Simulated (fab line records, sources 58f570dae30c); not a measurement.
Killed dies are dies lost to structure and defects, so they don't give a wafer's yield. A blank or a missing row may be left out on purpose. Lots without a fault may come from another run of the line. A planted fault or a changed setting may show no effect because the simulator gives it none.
Problem report in the 8D (eight disciplines) form, filled by code | flow berkeley_cmos170 | the parts of the form that need people (team, actions taken, sign-off) are left out

1. THE PROBLEM
PSD_TW at UCB170_PSD_TW_MEAS_10 reads a mean of 2122 on 6 wafers of 2 lots; wafers without a fault read 2312 with a standard deviation of 25. That is -7.6 standard deviations from the usual mean.
First seen on wafer L828.3, day 11 12:13, on film_metro-02. The record holds 42 wafers of 14 lots with a number at this step. Rule for "out", or "out of limits": more than 4 standard deviations from the usual mean. The other wafers with a number count as sound.

2. WHAT IT IS AND WHAT IT IS NOT
question                    | is                           | is not
which readings at this step | PSD_TW                       | -
which lots                  | L828, L830                   | L811, L812, L813, L815, L818, L820, L821, L823, L824, L832, L833, L834
which wafers of those lots  | all that have a number       | -
read on which gauges        | film_metro-02, film_metro-04 | film_metro-01
when                        | from day 11 12:13            | up to then (27 sound wafers); but 9 sound wafers of L832, L833, L834 came after

3. SUSPECTS, AND WHAT RULES EACH OUT
Counting: a tool at a process step up to the reading stays a suspect if it ran every lot that is out and no sound lot after the first of them.
- the gauge at UCB170_PSD_TW_MEAS_10: ruled out. The wafers that are out were read on 2 gauges (film_metro-02, film_metro-04).
- implanter-02 at UCB170_PSD_IMPLANT_08: kept. It ran every lot that is out, first L828 (day 11 11:59), and no sound lot after that; its last sound lot up to then is L823 (day 10 11:15). Its own readings are out on those wafers: beam_energy_keV.
Left after counting: implanter-02 at UCB170_PSD_IMPLANT_08.

4. THE CAUSE (what the simulator had put in)
Process parameter drift: implanter-02, from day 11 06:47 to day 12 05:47, at UCB170_PSD_IMPLANT_08. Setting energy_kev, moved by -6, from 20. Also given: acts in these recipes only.
Counting left only this tool.

5. THE CHAIN OF EFFECTS, in route order
Each row: a reading whose mean over the struck wafers that have a number lies more than 3 standard deviations from the usual. Only readings for which the record gives a usual standard deviation are gone through. hours: the time from each lot's start at the first step in this table that gives one to its start at this step, as a median over the lots. sigmas: the change in usual standard deviations.
hours | step                       | reading                  | usual        | on struck wafers | change | sigmas
0     | UCB170_PSD_IMPLANT_08      | beam_energy_keV          | 20.000       | 14.000           | -6.000 | -99 or more
0     | UCB170_PSD_STRIP_09        | oes_product_au           | 0.600 a.u.   | 0.637            | +0.037 | +8.8
0     | UCB170_PSD_STRIP_09        | strip_time_to_endpoint_s | 29.35 s      | 26.81            | -2.54  | -34
0     | UCB170_PSD_TW_MEAS_10      | PSD_TW                   | 2312         | 2122             | -190   | -7.6
6     | UCB170_SDANNEAL_RS_MEAS_02 | PSD_RS                   | 75.60 ohm/sq | 79.47            | +3.87  | +13
The process steps in it:
- UCB170_PSD_IMPLANT_08
- UCB170_PSD_STRIP_09: strips in O2.

6. WHAT WOULD HAVE CAUGHT IT SOONER
In this record the first reading out of limits at a measuring or inspecting step was taken at day 11 12:13, 5 hours after the fault began at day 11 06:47.
The tool's own readings at UCB170_PSD_IMPLANT_08 were out on every struck wafer that the step has a row for (beam_energy_keV): an alarm limit on them would have fired on the first of those.
Of the lots that are out (2), L830 began UCB170_PSD_IMPLANT_08 on implanter-02 after day 11 12:13. A hold on the tool at that time would have spared it.
